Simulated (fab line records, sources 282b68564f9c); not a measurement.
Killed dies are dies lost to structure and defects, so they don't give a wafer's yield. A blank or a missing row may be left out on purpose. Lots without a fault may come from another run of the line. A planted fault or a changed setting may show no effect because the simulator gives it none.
fab line records | flow rit_cmos | part 1 of 2: steps 1 to 40 of 44
record lots=7 wafers=21 last_day=7
route steps=202 shown ACTIVE@11 FOX1@20 FOX2@23 NWELL@28 PWELL@39 WELLDRIVE@50 M1@202
lots that met no fault: from a run of the same line without faults
start_h: hours from the record's first day to the start of the lot's first wafer shown | wait_h: hours since the lot's step before | " the same as in the row above | L1.1+2: a row that stands for several wafers | - no value, or no start given | * or withheld: withheld | < > ~ a bound
route shown NAME@n: a module of which the file shows steps, and the number in the route of the first | usual: mean/standard deviation of fault-free wafers | same: alike in all rows | chamber/n: place in a boat | sites: the reading at each site | _std_site: their standard deviation | _edge_site: outer sites' mean less inner sites' | radius_mm: how far each site lies from the wafer's centre | mask NAME#n: copy n | behind: the tool/chamber that last shaped the wafer | hold: why the lot was held/for how many hours/how that ended | device: the transistor (n, p or np) that didn't switch | end of line: the same wafers' tests at the end of the route | a step without rows: its recipe alone | killed: dies lost to structure and defects at the first sort, not the wafer's yield | map: a wafer's dies, x killed, . not, _ none there
set.NAME: the setting as run; set.NAME@STEP: as run at that earlier step | model.NAME: the simulator's own value behind a step, which no gauge read
lots at some steps of the route; a table a step, a row a wafer
services: from which hour (start_h, from the record's first day; less than 0 if before it) a tool's chamber was out of use, for how many hours, and why
## steps
# step RIT_ACTIVE_DEVELOP_10
# recipe resist=NOVOLAK develop_time_s=50 dev_temp_c=23
# step RIT_ACTIVE_CD_MEAS_11
# recipe target_cd_nm=1400
# usual cd_nm=1399.6/2.4
# columns lot.wafer tool chamber start_h wait_h cd_nm
L177.2 cd_sem-02 - 24.94 - 1401.5
L177.5 " - " " 1400.2
L177.6 " - " " 1399.5
L178.1 cd_sem-01 - 32.60 - 1401.6
L178.5 " - " " 1400.9
L178.6 " - " " 1398.5
L179.2 cd_sem-01 - 40.59 - 1397.9
L179.4 " - " " 1399.6
L179.6 " - " " 1400.0
L183.2 cd_sem-01 - 55.51 - 1402.2
L183.4 " - " " 1400.1
L183.6 " - " " 1398.6
L187.1 cd_sem-02 - 74.44 - 1398.6
L187.4 " - " " 1398.8
L187.6 " - " " 1398.3
L190.2 cd_sem-01 - 89.46 - 1396.6
L190.4 " - " " 1400.7
L190.6 " - " " 1397.9
L197.1 cd_sem-01 - 124.56 - 1398.5
L197.3 " - " " 1397.1
L197.4 " - " " 1398.8
# step RIT_ACTIVE_HARDBAKE_12
# recipe resist=NOVOLAK temp_c=140 time_s=60
# step RIT_ACTIVE_ETCH_13
# recipe stop_on=SiO2 chemistry=SF6 target=Si3N4 time_s=210 over_etch_frac=0.4 SF6_flow_sccm=200 pressure_mtorr=260 rf_w=125 target_depth_a=2100
# usual chamber_pressure_mTorr=260.02/0.22 drypump_motor_current_A=5.60/0.29 oes_product_au=0.826/0.016 throttle_valve_pct=7.54/0.15
# columns lot.wafer tool chamber start_h wait_h chamber_pressure_mTorr drypump_motor_current_A oes_product_au rf_hours_counter_h throttle_valve_pct
L177.2 rie_diel-01 3 25.19 0.1 260.19 5.46 0.842 106 7.55
L177.5 " 3 " " 260.24 5.45 0.822 - 7.56
L177.6 " 0 " " 259.71 5.74 0.832 - 7.72
L178.1 rie_diel-01 1 32.87 0.1 260.35 5.80 0.805 134 7.68
L178.5 " 1 " " 259.92 5.79 0.818 - 7.70
L178.6 " 2 " " 259.97 5.68 0.811 - 7.37
L179.2 rie_diel-03 1 40.88 0.1 259.45 5.28 0.843 9 7.31
L179.4 " 2 " " 259.64 5.61 0.816 - 7.68
L179.6 " 1 " " 260.04 5.28 0.842 - 7.31
L183.2 rie_diel-03 0 55.76 0.1 259.86 5.19 0.848 104 7.59
L183.4 " 1 " " 260.41 5.33 0.838 9 7.32
L183.6 " 3 " " 260.35 6.27 0.798 - 7.59
L187.1 rie_diel-03 1 74.71 0.1 260.38 5.34 0.846 9 7.32
L187.4 " 2 " " 260.17 5.59 0.810 - 7.69
L187.6 " 1 " " 259.79 5.36 0.844 - 7.31
L190.2 rie_diel-03 0 89.71 0.1 260.11 5.22 0.851 105 7.59
L190.4 " 2 " " 259.82 5.62 0.809 - 7.68
L190.6 " 1 " " 260.31 5.29 0.830 - 7.31
L197.1 rie_diel-02 0 124.83 0.1 260.22 5.68 0.795 4 7.38
L197.3 " 2 " " 259.93 6.05 0.797 155 7.44
L197.4 " 3 " " 260.22 6.01 0.800 18 7.28
# step RIT_ACTIVE_STRIP_14
# recipe chemistry=O2 time_s=180 resist=NOVOLAK platen_temp_c=withheld power_w=500 pressure_mtorr=4000 o2_flow_sccm=4000
# usual chamber_pressure_mTorr=4000/4.2 drypump_motor_current_A=5.8/0.6 o2_flow_sccm=3999/12
# columns lot.wafer tool chamber start_h wait_h chamber_pressure_mTorr drypump_motor_current_A o2_flow_sccm rf_hours_counter_h
L177.2 plasma_asher-04 0 25.33 0.1 4000 6.6 4003 24
L177.5 " 1 " " 3997 5.7 3995 -
L177.6 " 0 " " 4002 6.6 4015 -
L178.1 plasma_asher-01 1 33.01 0.1 4002 6.3 3982 38
L178.5 " 0 " " 4002 6.3 3992 -
L178.6 " 1 " " 4004 6.4 3973 -
L179.2 plasma_asher-01 0 41.01 0.1 3997 6.3 3982 39
L179.4 " 0 " " 3999 6.3 4001 -
L179.6 " 1 " " 4002 6.3 3985 -
L183.2 plasma_asher-01 0 55.90 0.1 4007 6.3 3992 40
L183.4 " 0 " " 3996 6.3 4001 -
L183.6 " 1 " " 3997 6.3 4015 -
L187.1 plasma_asher-02 0 74.84 0.1 3997 5.3 4002 42
L187.4 " 0 " " 4001 5.3 4001 -
L187.6 " 0 " " 4001 5.3 4002 -
L190.2 plasma_asher-01 1 89.84 0.1 3996 6.3 4016 44
L190.4 " 1 " " 4001 6.4 3994 -
L190.6 " 1 " " 4001 6.3 4009 -
L197.1 plasma_asher-04 0 124.97 0.1 4005 6.6 4027 35
L197.3 " 1 " " 3998 5.7 3975 -
L197.4 " 0 " " 3998 6.6 4003 -
# step RIT_ACTIVE_CD_MEAS_90
# recipe target_cd_nm=1400
# usual cd_nm=1399.7/2.4
# columns lot.wafer tool chamber start_h wait_h cd_nm
L177.2 cd_sem-02 - 25.52 0.1 1401.9
L177.5 " - " " 1399.9
L177.6 " - " " 1398.8
L178.1 cd_sem-02 - 33.18 0.1 1401.3
L178.5 " - " " 1400.2
L178.6 " - " " 1398.6
L179.2 cd_sem-01 - 41.21 0.1 1397.9
L179.4 " - " " 1399.5
L179.6 " - " " 1400.0
L183.2 cd_sem-01 - 56.09 0.1 1402.3
L183.4 " - " " 1400.2
L183.6 " - " " 1398.7
L187.1 cd_sem-01 - 75.02 0.1 1398.6
L187.4 " - " " 1398.3
L187.6 " - " " 1398.0
L190.2 cd_sem-02 - 90.04 0.1 1396.9
L190.4 " - " " 1400.3
L190.6 " - " " 1398.5
L197.1 cd_sem-02 - 125.14 0.1 1398.7
L197.3 " - " " 1396.9
L197.4 " - " " 1398.8
# step RIT_ACTIVE_CLEAN_15
# recipe chemistry=SC1 mix=3:3:50 time_s=600 temp_c=75
# step RIT_ACTIVE_CLEAN_16
# recipe chemistry=dHF dilution=50:1 time_s=30
# step RIT_ACTIVE_CLEAN_17
# recipe chemistry=SC2 mix=3:3:50 time_s=600 temp_c=75 dry=n2_spin
# step RIT_FOX1_OXIDATION_00
# recipe temp_c=1100 ambient=H2O target_thk_a=3507 p_h2o_torr=720 ox_time_s=1130
# step RIT_FOX1_THK_MEAS_01
# recipe reads=SiO2_of_FOX1_OXIDATION_00
# usual FOX1_OXIDE_THK=348/6.1
# columns lot.wafer tool chamber start_h wait_h FOX1_OXIDE_THK[nm]
L177.2 film_metro-03 - 29.67 0.0 352
L177.5 " - " " 344
L177.6 " - " " 341
L178.1 film_metro-03 - 35.59 0.0 349
L178.5 " - " " 350
L178.6 " - " " 349
L179.2 film_metro-04 - 43.94 0.0 345
L179.4 " - " " 344
L179.6 " - " " 342
L183.2 film_metro-01 - 57.90 0.0 342
L183.4 " - " " 340
L183.6 " - " " 341
L187.1 film_metro-03 - 78.28 0.0 348
L187.4 " - " " 339
L187.6 " - " " 338
L190.2 film_metro-04 - 92.70 0.0 353
L190.4 " - " " 348
L190.6 " - " " 350
L197.1 film_metro-04 - 127.94 0.0 349
L197.3 " - " " 357
L197.4 " - " " 353
# step RIT_FOX1_WET_ETCH_02
# recipe chemistry=BOE target_depth_nm=350 time_s=390 temp_c=21.5 dry=n2_spin dilution=10:1 target=SiO2
# step RIT_FOX2_OXIDATION_00
# recipe temp_c=1100 ambient=H2O target_thk_a=3507 p_h2o_torr=720 ox_time_s=1130
# same ox_time_s=1130
# columns lot.wafer tool chamber start_h wait_h
L177.2+5+6 furnace-04 0 31.46 1.6
L177.2+5+6 furnace-04 0 34.27 1.5
L178.1+5+6 furnace-04 0 37.09 1.3
L179.2+4+6 furnace-01 0 44.88 0.8
L183.2+4+6 furnace-01 0 58.07 0.0
L183.2+4+6 furnace-01 0 59.55 0.2
L187.1+4+6 furnace-01 0 78.46 0.0
L187.1+4+6 furnace-03 0 80.49 0.7
L190.2+4+6 furnace-03 0 92.86 0.0
L197.1+3+4 furnace-03 0 128.11 0.0
# step RIT_FOX2_THK_MEAS_01
# recipe reads=SiO2_of_FOX2_OXIDATION_00
# usual FOX2_OXIDE_THK=349/5.8
# columns lot.wafer tool chamber start_h wait_h FOX2_OXIDE_THK[nm]
L177.2 film_metro-02 - 35.60 0.0 515
L177.5 " - " " 521
L177.6 " - " " 519
L178.1 film_metro-04 - 38.40 0.0 344
L178.5 " - " " 349
L178.6 " - " " 352
L179.2 film_metro-04 - 46.20 0.0 363
L179.4 " - " " 356
L179.6 " - " " 356
L183.2 film_metro-04 - 60.87 0.0 527
L183.4 " - " " 518
L183.6 " - " " 518
L187.1 film_metro-02 - 81.80 0.0 528
L187.4 " - " " 528
L187.6 " - " " 526
L190.2 film_metro-01 - 94.19 0.0 347
L190.4 " - " " 343
L190.6 " - " " 350
L197.1 film_metro-01 - 129.43 0.0 361
L197.3 " - " " 354
L197.4 " - " " 358
# step RIT_FOX2_CLEAN_02
# recipe chemistry=dHF dilution=50:1 time_s=180
# columns lot.wafer tool chamber start_h wait_h model.SiO2_of_FOX2_OXIDATION_00.thk_nm model.Si3N4_of_ACTIVE_CVD_03.thk_nm
L177.2 wet_bench-04 0 35.67 0.1 498.3 127.3
L177.5 " 0 " " 504.3 126
L177.6 " 0 " " 502.9 127.7
L178.1 wet_bench-02 1 38.46 0.1 326.9 127.9
L178.5 " 1 " " 332.5 129.3
L178.6 " 1 " " 335.2 129.5
L179.2 wet_bench-04 3 46.25 0.0 345.7 133.3
L179.4 " 3 " " 339.5 132.8
L179.6 " 3 " " 339.5 132.3
L183.2 wet_bench-04 0 61.00 0.1 509.3 128.7
L183.4 " 0 " " 501.6 128.8
L183.6 " 0 " " 500.6 128
L187.1 wet_bench-04 2 81.86 0.1 511 129
L187.4 " 2 " " 510.8 128.7
L187.6 " 2 " " 508.5 127.8
L190.2 wet_bench-03 2 94.24 0.0 330.5 129.7
L190.4 " 2 " " 327 129.7
L190.6 " 2 " " 333.8 129.9
L197.1 wet_bench-04 1 129.49 0.1 344.5 128
L197.3 " 1 " " 337.1 128.8
L197.4 " 1 " " 341 129.8
# step RIT_FOX2_WET_ETCH_03
# recipe chemistry=H3PO4 target=Si3N4 target_depth_nm=195 temp_c=165 time_s=2700
# columns lot.wafer tool chamber start_h wait_h model.SiO2_of_FOX2_OXIDATION_00.thk_nm
L177.2 wet_bench-02 0 35.85 0.1 487.6
L177.5 " 0 " " 493.5
L177.6 " 0 " " 492.2
L178.1 wet_bench-03 2 38.52 0.0 315.8
L178.5 " 2 " " 321.5
L178.6 " 2 " " 324.1
L179.2 wet_bench-03 1 46.31 0.0 335
L179.4+6 " 1 " " 328.8
L183.2 wet_bench-02 2 61.05 0.0 499
L183.4 " 2 " " 491.3
L183.6 " 2 " " 490.2
L187.1 wet_bench-02 1 81.93 0.0 500.8
L187.4 " 1 " " 500.5
L187.6 " 1 " " 498.2
L190.2 wet_bench-04 0 94.29 0.0 320.4
L190.4 " 0 " " 316.9
L190.6 " 0 " " 323.7
L197.1 wet_bench-03 3 129.55 0.0 333.9
L197.3 " 3 " " 326.6
L197.4 " 3 " " 330.5
# step RIT_FOX2_THK_MEAS_90
# recipe reads=SiO2_of_FOX2_OXIDATION_00
# usual FIELD_OXIDE_LEFT_1_THK=322/5.9
# columns lot.wafer tool chamber start_h wait_h FIELD_OXIDE_LEFT_1_THK[nm]
L177.2 film_metro-04 - 36.62 0.0 488
L177.5 " - " " 493
L177.6 " - " " 492
L178.1 film_metro-02 - 39.28 0.0 316
L178.5 " - " " 322
L178.6 " - " " 324
L179.2 film_metro-02 - 47.08 0.0 335
L179.4 " - " " 329
L179.6 " - " " 329
L183.2 film_metro-02 - 62.58 0.0 499
L183.4 " - " " 491
L183.6 " - " " 490
L187.1 film_metro-04 - 82.69 0.0 500
L187.4 " - " " 501
L187.6 " - " " 498
L190.2 film_metro-02 - 95.29 0.0 320
L190.4 " - " " 317
L190.6 " - " " 324
L197.1 film_metro-04 - 130.37 0.0 334
L197.3 " - " " 327
L197.4 " - " " 330
# step RIT_NWELL_HMDS_00
# recipe prime_time_s=60 prime_temp_c=140
# step RIT_NWELL_COAT_01
# recipe resist=NOVOLAK spin_rpm=2000 resist_thk_nm=1300
# step RIT_NWELL_SOFTBAKE_02
# recipe resist=NOVOLAK temp_c=90 time_s=60
# step RIT_NWELL_EXPOSE_03
# recipe mask_id=M2 na=0.57 target_cd_nm=43900 dose_mj=250
# step RIT_NWELL_PEB_04
# recipe resist=NOVOLAK temp_c=withheld time_s=withheld
# step RIT_NWELL_DEVELOP_05
# recipe resist=NOVOLAK develop_time_s=68 dev_temp_c=23
# step RIT_NWELL_OVL_MEAS_06
# usual NWELL_OVL=-0.5/1.4
# columns lot.wafer tool chamber start_h wait_h NWELL_OVL[nm]
L177.2 overlay-02 - 37.95 - 1.2
L177.5 " - " " -1.1
L177.6 " - " " -1.1
L178.1 overlay-01 - 40.44 - 1.8
L178.5 " - " " 1.1
L178.6 " - " " 2.3
L179.2 overlay-01 - 48.14 - -2.9
L179.4 " - " " -1.9
L179.6 " - " " -1.7
L183.2 overlay-01 - 63.52 - -1.1
L183.4 " - " " -0.6
L183.6 " - " " -0.7
L187.1 overlay-02 - 84.18 - 2.5
L187.4 " - " " 1.6
L187.6 " - " " 3.2
L190.2 overlay-01 - 96.35 - -0.1
L190.4 " - " " -1.4
L190.6 " - " " -2.0
L197.1 overlay-02 - 131.31 - 1.0
L197.3 " - " " -1.2
L197.4 " - " " -0.7
# step RIT_NWELL_HARDBAKE_07
# recipe resist=NOVOLAK temp_c=140 time_s=120
# step RIT_NWELL_IMPLANT_08
# recipe species=P energy_kev=170 dose_cm2=5e+13 tilt_deg=7
# step RIT_NWELL_STRIP_09
# recipe chemistry=O2 time_s=180 resist=NOVOLAK platen_temp_c=withheld power_w=500 pressure_mtorr=4000 o2_flow_sccm=4000
# usual chamber_pressure_mTorr=4000/3.9 drypump_motor_current_A=5.9/0.65 o2_flow_sccm=4001/12
# columns lot.wafer tool chamber start_h wait_h chamber_pressure_mTorr drypump_motor_current_A o2_flow_sccm rf_hours_counter_h
L177.2 plasma_asher-02 1 38.38 0.1 3997 5.0 3983 38
L177.5 " 0 " " 4000 5.3 4004 -
L177.6 " 1 " " 4005 5.0 3994 -
L178.1 plasma_asher-02 1 40.88 0.1 3996 5.0 4001 38
L178.5 " 0 " " 4001 5.3 4010 -
L178.6 " 1 " " 4000 4.9 3990 -
L179.2 plasma_asher-02 1 48.57 0.1 3999 5.0 4022 39
L179.4 " 1 " " 4005 5.0 4006 -
L179.6 " 0 " " 4000 5.3 3980 -
L183.2 plasma_asher-03 0 64.48 0.4 4000 6.6 4027 41
L183.4 " 1 " " 4006 6.2 3988 -
L183.6 " 1 " " 4003 6.2 4008 -
L187.1 plasma_asher-01 1 84.98 0.4 3995 6.4 4000 44
L187.4 " 1 " " 4003 6.4 3994 -
L187.6 " 0 " " 3999 6.3 4011 -
L190.2 plasma_asher-02 1 96.78 0.1 4005 5.0 4024 45
L190.4 " 0 " " 3997 5.3 3977 -
L190.6 " 1 " " 4003 5.0 4015 -
L197.1 plasma_asher-03 0 131.75 0.1 3999 6.6 4015 48
L197.3 " 1 " " 3997 6.2 3986 -
L197.4 " 0 " " 4004 6.6 4002 -
# step RIT_NWELL_TW_MEAS_10
# usual NWELL_TW=2153/24
# columns lot.wafer tool chamber start_h wait_h NWELL_TW
L177.2 film_metro-04 - 38.56 0.1 2149
L177.5 " - " " 2142
L177.6 " - " " 2150
L178.1 film_metro-02 - 41.05 0.1 2202
L178.5 " - " " 2186
L178.6 " - " " 2188
L179.2 film_metro-04 - 48.75 0.1 2156
L179.4 " - " " 2158
L179.6 " - " " 2156
L183.2 film_metro-02 - 64.67 0.1 2175
L183.4 " - " " 2183
L183.6 " - " " 2175
L187.1 film_metro-04 - 85.15 0.1 2153
L187.4 " - " " 2163
L187.6 " - " " 2162
L190.2 film_metro-04 - 96.96 0.1 2149
L190.4 " - " " 2167
L190.6 " - " " 2153
L197.1 film_metro-02 - 131.93 0.1 2161
L197.3 " - " " 2188
L197.4 " - " " 2182
# step RIT_PWELL_HMDS_00
# recipe prime_time_s=60 prime_temp_c=140
# step RIT_PWELL_COAT_01
# recipe resist=NOVOLAK spin_rpm=2000 resist_thk_nm=1300
# step RIT_PWELL_SOFTBAKE_02
# recipe resist=NOVOLAK temp_c=90 time_s=60
# step RIT_PWELL_EXPOSE_03
# recipe mask_id=M3 na=0.57 target_cd_nm=43700 dose_mj=250
# step RIT_PWELL_PEB_04
# recipe resist=NOVOLAK temp_c=withheld time_s=withheld
# step RIT_PWELL_DEVELOP_05
# recipe resist=NOVOLAK develop_time_s=68 dev_temp_c=23
# step RIT_PWELL_OVL_MEAS_06
# usual PWELL_OVL=0.7/1.8
# columns lot.wafer tool chamber start_h wait_h PWELL_OVL[nm]
L177.2 overlay-01 - 39.65 - 1.0
L177.5 " - " " 0.9
L177.6 " - " " 3.1
L178.1 overlay-02 - 41.99 - 0.7
L178.5 " - " " 1.0
L178.6 " - " " -0.3
L179.2 overlay-01 - 49.82 - 0.4
L179.4 " - " " 1.7
L179.6 " - " " 0.5
L183.2 overlay-02 - 66.65 - 2.8
L183.4 " - " " 2.0
L183.6 " - " " 1.6
L187.1 overlay-01 - 86.65 - -1.6
L187.4 " - " " 0.2
L187.6 " - " " 0.4
L190.2 overlay-01 - 98.25 - -0.3
L190.4 " - " " 0.0
L190.6 " - " " -1.0
L197.1 overlay-01 - 132.99 - -2.9
L197.3 " - " " -2.4
L197.4 " - " " -1.3
# step RIT_PWELL_HARDBAKE_07
# recipe resist=NOVOLAK temp_c=140 time_s=120
# step RIT_PWELL_IMPLANT_08
# recipe species=B energy_kev=170 dose_cm2=7e+13 tilt_deg=7
# step RIT_PWELL_STRIP_09
# recipe chemistry=O2 time_s=180 resist=NOVOLAK platen_temp_c=withheld power_w=500 pressure_mtorr=4000 o2_flow_sccm=4000
# usual chamber_pressure_mTorr=4001/3.9 drypump_motor_current_A=5.9/0.63 o2_flow_sccm=3999/12
# columns lot.wafer tool chamber start_h wait_h chamber_pressure_mTorr drypump_motor_current_A o2_flow_sccm rf_hours_counter_h
L177.2 plasma_asher-03 0 40.13 0.1 4000 6.6 4005 39
L177.5 " 1 " " 4003 6.2 3988 -
L177.6 " 0 " " 4008 6.6 4011 -
L178.1 plasma_asher-04 1 42.43 0.1 4002 5.7 3993 25
L178.5 " 0 " " 4001 6.6 4000 -
L178.6 " 1 " " 4002 5.7 3991 -
L179.2 plasma_asher-02 0 50.25 0.1 3989 5.3 3977 39
L179.4 " 0 " " 4001 5.3 4001 -
L179.6 " 0 " " 4005 5.3 3992 -
L183.2 plasma_asher-02 0 67.20 0.2 4003 5.3 3996 41
L183.4 " 1 " " 4002 5.0 4014 -
L183.6 " 0 " " 4002 5.3 4029 -
L187.1 plasma_asher-02 1 87.49 0.1 4002 5.0 4004 43
L187.4 " 1 " " 4000 5.0 4021 -
L187.6 " 0 " " 4000 5.3 3991 -
L190.2 plasma_asher-03 0 98.68 0.1 4000 6.6 3993 45
L190.4 " 1 " " 4001 6.2 4003 -
L190.6 " 1 " " 3998 6.2 4000 -
L197.1 plasma_asher-02 0 133.47 0.1 4000 5.3 3998 49
L197.3 " 0 " " 3999 5.3 4012 -
L197.4 " 1 " " 4004 5.0 3986 -
# step RIT_PWELL_TW_MEAS_10
# usual PWELL_TW=960/11
# columns lot.wafer tool chamber start_h wait_h PWELL_TW
L177.2 film_metro-03 - 40.31 0.1 939
L177.5 " - " " 942
L177.6 " - " " 944
L178.1 film_metro-02 - 42.60 0.1 981
L178.5 " - " " 978
L178.6 " - " " 979
L179.2 film_metro-04 - 50.43 0.1 967
L179.4 " - " " 958
L179.6 " - " " 965
L183.2 film_metro-02 - 67.39 0.1 963
L183.4 " - " " 966
L183.6 " - " " 969
L187.1 film_metro-04 - 87.66 0.1 962
L187.4 " - " " 958
L187.6 " - " " 954
L190.2 film_metro-04 - 98.87 0.1 952
L190.4 " - " " 957
L190.6 " - " " 957
L197.1 film_metro-04 - 133.65 0.1 963
L197.3 " - " " 954
L197.4 " - " " 950
# step RIT_WELLDRIVE_ANNEAL_00
# recipe temp_c=1100 time_s=14700 ambient=N2
## key
first_sign step=RIT_FOX2_OXIDATION_00 reading=visit direction=added
effect step=RIT_FOX2_THK_MEAS_01 reading=FOX2_OXIDE_THK direction=up sigmas=30 usual=349 struck=522
effect step=RIT_FOX2_THK_MEAS_90 reading=FIELD_OXIDE_LEFT_1_THK direction=up sigmas=30 usual=322 struck=495
effect step=RIT_FOX2_THK_MEAS_91 reading=FIELD_OXIDE_LEFT_2_THK direction=up sigmas=29 usual=253 struck=426
model_effect step=RIT_FOX2_CLEAN_02 value=SiO2_of_FOX2_OXIDATION_00.thk_nm without=331.7 struck=505.2
model_effect step=RIT_FOX2_WET_ETCH_03 value=SiO2_of_FOX2_OXIDATION_00.thk_nm without=321.2 struck=494.8
met_at RIT_FOX2_OXIDATION_00
struck_wafers L177.2,L177.5,L177.6,L183.2,L183.4,L183.6,L187.1,L187.4,L187.6
rows_end L183.2,L183.4,L183.6
tester_left_out L177,L187
fault kind=repeated_step_whole tool=furnace-01,furnace-03,furnace-04 chamber=- onset_h=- steps=RIT_FOX2_OXIDATION_00 times=1 scope=struck_lots_only
# tester_left_out: of these lots the tester's yield and bins aren't shown, on N5 and GAA mostly nor the transistor test; their killed dies are dies lost to structure and defects alone, not to doping, threshold or leakage, so they don't give the yield
# rows_end: these wafers met a further fault down the route, and their rows from its step on are left out
